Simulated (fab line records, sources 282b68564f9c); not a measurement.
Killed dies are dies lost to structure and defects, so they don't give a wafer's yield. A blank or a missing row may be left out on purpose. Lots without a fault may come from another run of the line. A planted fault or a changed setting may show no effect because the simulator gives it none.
Split-lot experiment | flow rit_cmos | 5 lots, 23 wafers read, on a route of 202 steps

THE SPLIT
At RIT_M1_DEVELOP_08 (develop time 68 s), the setting develop_time_s was moved away from the recipe's 68 s on 5 of the 23 wafers read, by +4.7% to +9.4%. The other wafers ran this setting at the recipe's value.

The file shows no step between the split and the reading.

THE READING
cd_nm, in nm, at RIT_M1_CD_MEAS_09 (target cd 2600 nm). Fault-free wafers of this fab line usually give 2599.9 nm, standard deviation 2 nm.

wafer  | tool, chamber at the split | develop_time_s as run, s | against the recipe | cd_nm, nm | against lot-mates on the recipe
L074.1 | litho_track-01, 0          | 68                       | recipe             | 2601.9    | -
L074.2 | litho_track-01, 0          | 74.37                    | +9.4%              | 2593.5    | -8.7
L074.3 | litho_track-01, 0          | 74.37                    | +9.4%              | 2595.0    | -7.2
L074.4 | litho_track-01, 0          | 68                       | recipe             | 2603.1    | -
L074.5 | litho_track-01, 0          | 68                       | recipe             | 2601.7    | -
L082.2 | litho_track-04, 0          | 68                       | recipe             | 2599.0    | -
L082.4 | litho_track-04, 0          | 68                       | recipe             | 2602.2    | -
L082.5 | litho_track-04, 0          | 68                       | recipe             | 2601.1    | -
L083.1 | litho_track-02, 0          | 68                       | recipe             | 2599.4    | -
L083.3 | litho_track-02, 0          | 68                       | recipe             | 2601.6    | -
L083.4 | litho_track-02, 0          | 68                       | recipe             | 2600.2    | -
L083.5 | litho_track-02, 0          | 68                       | recipe             | 2601.5    | -
L083.6 | litho_track-02, 0          | 68                       | recipe             | 2600.5    | -
L084.2 | litho_track-02, 0          | 68                       | recipe             | 2601.3    | -
L084.3 | litho_track-02, 0          | 71.2                     | +4.7%              | 2596.8    | -4.6
L084.4 | litho_track-02, 0          | 68                       | recipe             | 2601.5    | -
L084.5 | litho_track-02, 0          | 71.2                     | +4.7%              | 2596.4    | -5.0
L084.6 | litho_track-02, 0          | 71.2                     | +4.7%              | 2593.5    | -7.9
L085.1 | litho_track-02, 0          | 68                       | recipe             | 2599.2    | -
L085.2 | litho_track-02, 0          | 68                       | recipe             | 2599.8    | -
L085.3 | litho_track-02, 0          | 68                       | recipe             | 2598.0    | -
L085.4 | litho_track-02, 0          | 68                       | recipe             | 2598.5    | -
L085.6 | litho_track-02, 0          | 68                       | recipe             | 2600.4    | -

THE FIT
A straight line over all 23 wafers: cd_nm changes by -0.772 nm for each +1% of develop_time_s; r = -0.84; the points scatter about the line by 1.5 nm.
The same after taking each lot's own level away (the mean of its wafers on the recipe; 23 wafers): -0.944 nm for each +1%; r = -0.93; scatter 1.2 nm.
On that fit, the largest move of develop_time_s shifts the reading by 8.8 nm.
The lots' own levels span 2599.18 to 2602.23 nm, that is 1.5 times the standard deviation above.
So the lot-to-lot level changes the slope: the two fits differ.
Check: with one of the wafers moved furthest among these (+9.4%) left out of the fit, the line predicts -9.08 nm for it against its lot-mates. It came out at -8.73 nm against them.

OTHER SPLITS ON THESE WAFERS
These wafers also went through other splits before the reading. Each is held against what the fit with the lots' levels taken away leaves over:
other split on the same wafers        | wafers away from the commonest value | r with cd_nm (lot level and that fit taken away)
RIT_PSD_IMPLANT_08 tilt_deg           | 4                                    | +0.26
RIT_CONTACT_COAT_03 spin_rpm          | 9                                    | +0.07
RIT_CONTACT_DEVELOP_07 develop_time_s | 10                                   | -0.27

THE FILE'S OWN FIT
cd_nm changes by -0.925 nm for each +1% of develop_time_s, r = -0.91.
